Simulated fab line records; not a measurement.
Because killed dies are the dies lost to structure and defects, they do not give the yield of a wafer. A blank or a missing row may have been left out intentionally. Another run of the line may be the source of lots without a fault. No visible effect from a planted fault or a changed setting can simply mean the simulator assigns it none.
The tool behind it: which one? / flow rit-cmos / 42 wafers sampled from 14 lots at 1 step of a route of 202

## WHAT THE GAUGES READ, wafer by wafer
The record holds no reading of a measuring or inspecting step that can be judged against a usual standard deviation.

## TOOL THAT RAN EACH LOT (tool first, then ch and the chambers of the sampled wafers, then the start)
lot=L496; RIT_PSD_HMDS_00=litho-track-01 ch 0, day 2 23:22
lot=L498; RIT_PSD_HMDS_00=litho-track-01 ch 0, day 3 10:50
lot=L500; RIT_PSD_HMDS_00=litho-track-03 ch 0, day 3 21:49
lot=L501; RIT_PSD_HMDS_00=litho-track-01 ch 0, day 4 02:25
lot=L502; RIT_PSD_HMDS_00=litho-track-01 ch 0, day 4 06:46
lot=L503; RIT_PSD_HMDS_00=litho-track-01 ch 0, day 4 10:50
lot=L504; RIT_PSD_HMDS_00=litho-track-01 ch 0, day 5 01:28
lot=L505; RIT_PSD_HMDS_00=litho-track-03 ch 0, day 5 04:04
lot=L507; RIT_PSD_HMDS_00=litho-track-01 ch 0, day 5 11:41
lot=L515; RIT_PSD_HMDS_00=litho-track-03 ch 0, day 6 22:47
lot=L516; RIT_PSD_HMDS_00=litho-track-03 ch 0, day 7 03:41
lot=L517; RIT_PSD_HMDS_00=litho-track-03 ch 0, day 7 08:01
lot=L518; RIT_PSD_HMDS_00=litho-track-04 ch 0, day 7 15:22
lot=L519; RIT_PSD_HMDS_00=litho-track-01 ch 0, day 7 22:16
- RIT_PSD_HMDS_00: prime time 60 s.

## WHAT THE TOOLS THEMSELVES READ (means of the sampled wafers that have a number; where no wafer has one, the mark that the record gives instead)
RIT_PSD_HMDS_00. Usual: exhaust-pa 45.0 Pa, standard deviation 0.87; prime-temp-c 139.99 C, standard deviation 0.15.
lot=L496; tool=litho-track-01; exhaust-pa (Pa)=45.4; prime-temp-c (C)=139.94; flag=
lot=L498; tool=litho-track-01; exhaust-pa (Pa)=45.2; prime-temp-c (C)=139.83; flag=
lot=L500; tool=litho-track-03; exhaust-pa (Pa)=46.5; prime-temp-c (C)=140.07; flag=
lot=L501; tool=litho-track-01; exhaust-pa (Pa)=44.7; prime-temp-c (C)=140.06; flag=
lot=L502; tool=litho-track-01; exhaust-pa (Pa)=45.0; prime-temp-c (C)=139.76; flag=
lot=L503; tool=litho-track-01; exhaust-pa (Pa)=44.9; prime-temp-c (C)=139.90; flag=
lot=L504; tool=litho-track-01; exhaust-pa (Pa)=45.0; prime-temp-c (C)=137.70; flag=OFF
lot=L505; tool=litho-track-03; exhaust-pa (Pa)=44.8; prime-temp-c (C)=140.00; flag=
lot=L507; tool=litho-track-01; exhaust-pa (Pa)=45.2; prime-temp-c (C)=137.40; flag=OFF
lot=L515; tool=litho-track-03; exhaust-pa (Pa)=43.9; prime-temp-c (C)=140.06; flag=
lot=L516; tool=litho-track-03; exhaust-pa (Pa)=45.2; prime-temp-c (C)=139.70; flag=
lot=L517; tool=litho-track-03; exhaust-pa (Pa)=45.7; prime-temp-c (C)=140.01; flag=
lot=L518; tool=litho-track-04; exhaust-pa (Pa)=46.5; prime-temp-c (C)=140.05; flag=
lot=L519; tool=litho-track-01; exhaust-pa (Pa)=44.1; prime-temp-c (C)=140.03; flag=

## THE ANSWER, worked out from the rows above alone
Rule: take the mean of a lot's wafers that have a number; if it is more than 3 standard deviations from the usual mean, the lot is off. A lot without any number at a reading at which 4 lots or more have one is off too. Where the step has rows for the other lots, those lots are counted as sound. Order of review: gauges by route order, followed by the tools' own readings, for which a lot's mean as printed above is used. At the first step where some lot is off, the reading lying furthest off is the one used; lots without a number count as furthest.
Off, at RIT_PSD_HMDS_00 on prime-temp-c: L504, L507.
A tool fits if, at that step or a process step before it, it ran every lot that is off, and no sound lot after the first of them. Of those tried, none fits.

## WHAT HAD BEEN PUT IN BY THE SIMULATOR
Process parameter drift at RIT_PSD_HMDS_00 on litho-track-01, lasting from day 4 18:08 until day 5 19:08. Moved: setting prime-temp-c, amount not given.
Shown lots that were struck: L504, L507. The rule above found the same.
